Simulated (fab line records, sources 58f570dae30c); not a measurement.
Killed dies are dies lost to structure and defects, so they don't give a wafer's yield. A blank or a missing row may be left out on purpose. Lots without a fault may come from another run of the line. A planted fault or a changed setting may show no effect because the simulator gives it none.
Which tool did it? | flow berkeley_cmos170 | 14 lots, 42 wafers sampled, at 4 steps of a route of 331

WHAT THE GAUGES READ, wafer by wafer
UCB170_PWELL_THK_MEAS_06.
lot  | measured    | on            | PWELL_NITRIDE_THK (nm)
L851 | day 2 20:11 | film_metro-01 | 223.3 219.1 222.5
L852 | day 3 08:36 | film_metro-01 | 222.6 221.4 220.9
L853 | day 3 17:27 | film_metro-02 | 221.1 221.2 222.0
L855 | day 3 17:26 | film_metro-01 | 223.2 221.8 225.5
L856 | day 4 10:04 | film_metro-01 | 222.5 220.8 222.5
L859 | day 5 02:58 | film_metro-02 | 221.3 223.0 222.7
L861 | day 5 11:11 | film_metro-02 | 222.0 222.9 220.4
L864 | day 5 19:55 | film_metro-02 | 219.4 220.0 220.8
L865 | day 6 11:41 | film_metro-03 | 223.2 222.7 222.6
L868 | day 7 00:01 | film_metro-01 | 219.1 218.1 219.6
L870 | day 7 12:38 | film_metro-02 | 222.6 221.4 223.1
L872 | day 8 01:47 | film_metro-02 | 217.5 217.0 218.4
L873 | day 8 01:47 | film_metro-03 | 219.9 220.5 221.0
L874 | day 8 15:10 | film_metro-01 | 218.3 218.4 217.8

WHICH TOOL RAN EACH LOT (tool, then ch and the chambers of the sampled wafers, then the start)
lot  | UCB170_ZERO_COAT_01              | UCB170_ZERO_STRIP_07                | UCB170_NWELL_ETCH_13
L851 | litho_track-01 ch 0, day 1 17:53 | plasma_asher-01 ch 0,1, day 1 18:37 | rie_diel-04 ch 0,1,3, day 2 04:11
L852 | litho_track-01 ch 0, day 1 23:58 | plasma_asher-03 ch 0,1, day 2 00:49 | rie_diel-04 ch 0,3, day 2 15:59
L853 | litho_track-01 ch 0, day 2 08:07 | plasma_asher-01 ch 0,1, day 2 08:49 | rie_diel-03 ch 1,2, day 2 23:22
L855 | litho_track-04 ch 0, day 2 12:17 | plasma_asher-03 ch 0,1, day 2 13:16 | rie_diel-04 ch 0,1,3, day 3 03:29
L856 | litho_track-04 ch 0, day 2 21:37 | plasma_asher-04 ch 0,1, day 2 23:05 | rie_diel-03 ch 0,2,3, day 3 15:35
L859 | litho_track-03 ch 0, day 3 11:52 | plasma_asher-01 ch 0,1, day 3 12:34 | rie_diel-03 ch 1,3, day 4 05:10
L861 | litho_track-01 ch 0, day 4 00:07 | plasma_asher-01 ch 0,1, day 4 00:57 | rie_diel-04 ch 0,3, day 4 14:28
L864 | litho_track-04 ch 0, day 4 16:01 | plasma_asher-03 ch 0,1, day 4 17:20 | rie_diel-03 ch 1,2,3, day 5 05:43
L865 | litho_track-01 ch 0, day 4 22:25 | plasma_asher-03 ch 0,1, day 4 23:28 | rie_diel-03 ch 0,1,2, day 5 16:14
L868 | litho_track-04 ch 0, day 5 12:23 | plasma_asher-04 ch 0,1, day 5 13:41 | rie_diel-03 ch 1,2,3, day 6 03:02
L870 | litho_track-04 ch 0, day 5 19:35 | plasma_asher-04 ch 0,1, day 5 20:16 | rie_diel-03 ch 2,3, day 6 11:24
L872 | litho_track-01 ch 0, day 6 05:41 | plasma_asher-03 ch 0,1, day 6 06:35 | rie_diel-02 ch 1,2, day 7 00:20
L873 | litho_track-03 ch 0, day 6 12:37 | plasma_asher-01 ch 0,1, day 6 13:29 | rie_diel-02 ch 0,1,2, day 7 04:58
L874 | litho_track-03 ch 0, day 6 20:04 | plasma_asher-04 ch 0, day 6 21:13   | rie_diel-02 ch 0,2,3, day 7 17:52
- UCB170_ZERO_COAT_01: resist thk 900 nm.
- UCB170_ZERO_STRIP_07: strips in O2.
- UCB170_NWELL_ETCH_13: etches Si3N4 in CH3F/Ar/O2, stops on SiO2, target depth 246.4 nm, time 154 s.

WHAT THE TOOLS THEMSELVES READ (means of the sampled wafers that have a number; where no wafer has one, the mark that the record gives instead)
UCB170_ZERO_COAT_01.
lot  | tool           | resist_line_temp_C (C) | spin_speed_rpm (rpm)
L851 | litho_track-01 | 23.05                  | 1499.9
L852 | litho_track-01 | 23.01                  | 1500.1
L853 | litho_track-01 | 23.03                  | 1500.6
L855 | litho_track-04 | 22.95                  | 1500.6
L856 | litho_track-04 | 22.90                  | 1499.2
L859 | litho_track-03 | 22.96                  | 1500.3
L861 | litho_track-01 | 23.03                  | 1500.6
L864 | litho_track-04 | 23.06                  | 1500.9
L865 | litho_track-01 | 23.04                  | 1500.1
L868 | litho_track-04 | 23.08                  | 1499.7
L870 | litho_track-04 | 23.00                  | 1499.4
L872 | litho_track-01 | 22.99                  | 1500.7
L873 | litho_track-03 | 23.03                  | 1501.4
L874 | litho_track-03 | 22.94                  | 1499.5

UCB170_ZERO_STRIP_07.
lot  | tool            | drypump_motor_current_A (A) | oes_product_au (a.u.) | strip_time_to_endpoint_s (s)
L851 | plasma_asher-01 | 6.25                        | 0.730                 | 21.43
L852 | plasma_asher-03 | 6.10                        | 0.722                 | 21.57
L853 | plasma_asher-01 | 6.24                        | 0.726                 | 21.52
L855 | plasma_asher-03 | 6.34                        | 0.728                 | 21.44
L856 | plasma_asher-04 | 6.25                        | 0.727                 | 21.47
L859 | plasma_asher-01 | 6.25                        | 0.727                 | 21.49
L861 | plasma_asher-01 | 6.26                        | 0.727                 | 21.46
L864 | plasma_asher-03 | 6.09                        | 0.729                 | 21.45
L865 | plasma_asher-03 | 6.33                        | 0.731                 | 21.56
L868 | plasma_asher-04 | 6.27                        | 0.728                 | 21.08
L870 | plasma_asher-04 | 6.15                        | 0.729                 | 21.07
L872 | plasma_asher-03 | 6.32                        | 0.728                 | 21.53
L873 | plasma_asher-01 | 6.27                        | 0.726                 | 21.40
L874 | plasma_asher-04 | 6.37                        | 0.727                 | 21.47

UCB170_NWELL_ETCH_13.
lot  | tool        | drypump_motor_current_A (A) | oes_product_au (a.u.) | throttle_valve_pct (%)
L851 | rie_diel-04 | 5.9                         | 0.938                 | 8.00
L852 | rie_diel-04 | 6.4                         | 0.940                 | 8.06
L853 | rie_diel-03 | 5.2                         | 0.947                 | 7.96
L855 | rie_diel-04 | 5.9                         | 0.943                 | 8.00
L856 | rie_diel-03 | 5.3                         | 0.944                 | 7.99
L859 | rie_diel-03 | 5.0                         | 0.963                 | 8.05
L861 | rie_diel-04 | 6.2                         | 0.933                 | 7.94
L864 | rie_diel-03 | 5.1                         | 0.949                 | 7.98
L865 | rie_diel-03 | 5.4                         | 0.949                 | 7.98
L868 | rie_diel-03 | 5.1                         | 0.946                 | 7.97
L870 | rie_diel-03 | 5.0                         | 0.954                 | 8.00
L872 | rie_diel-02 | 6.0                         | 0.941                 | 8.09
L873 | rie_diel-02 | 5.8                         | 0.950                 | 8.03
L874 | rie_diel-02 | 6.0                         | 0.963                 | 8.03

THE ANSWER, worked out from the rows above alone
Rule: what is usual is taken from the lots themselves. Put in order of their means at a reading, lots are off if they are a third of the lots or fewer, leave a main group of 4 or more, and stand apart from it by a gap of 3 or more times the standard deviation of the main group's means; of several such gaps the widest counts. A main group whose means are all the same, to the digits that the tables above print for the reading, isn't used. A lot without any number at a reading at which 4 lots or more have one is off too. The other lots that the step has rows for count as sound. The gauges are gone through in route order, then the tools' own readings, and for those a lot's mean is taken as printed above. The first step at which some lot is off is used, and at that step the reading that is off furthest; a lot without a number counts as furthest.
Off: L868, L870, at UCB170_ZERO_STRIP_07 (strip_time_to_endpoint_s). The main group: mean 21.48 s, standard deviation 0.051.
A tool fits if, at that step or a process step before it, it ran every lot that is off, and no sound lot after the first of them. One fits: litho_track-04 at UCB170_ZERO_COAT_01. Its last sound lot is L864 (day 4 16:01), its first lot that is off L868 (day 5 12:23): a fault that began between those two fits.

WHAT THE SIMULATOR HAD PUT IN
Process parameter drift: litho_track-04, from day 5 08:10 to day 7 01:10, at UCB170_ZERO_COAT_01. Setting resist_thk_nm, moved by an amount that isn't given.
Lots struck among those shown: L868, L870. The rule above found the same.
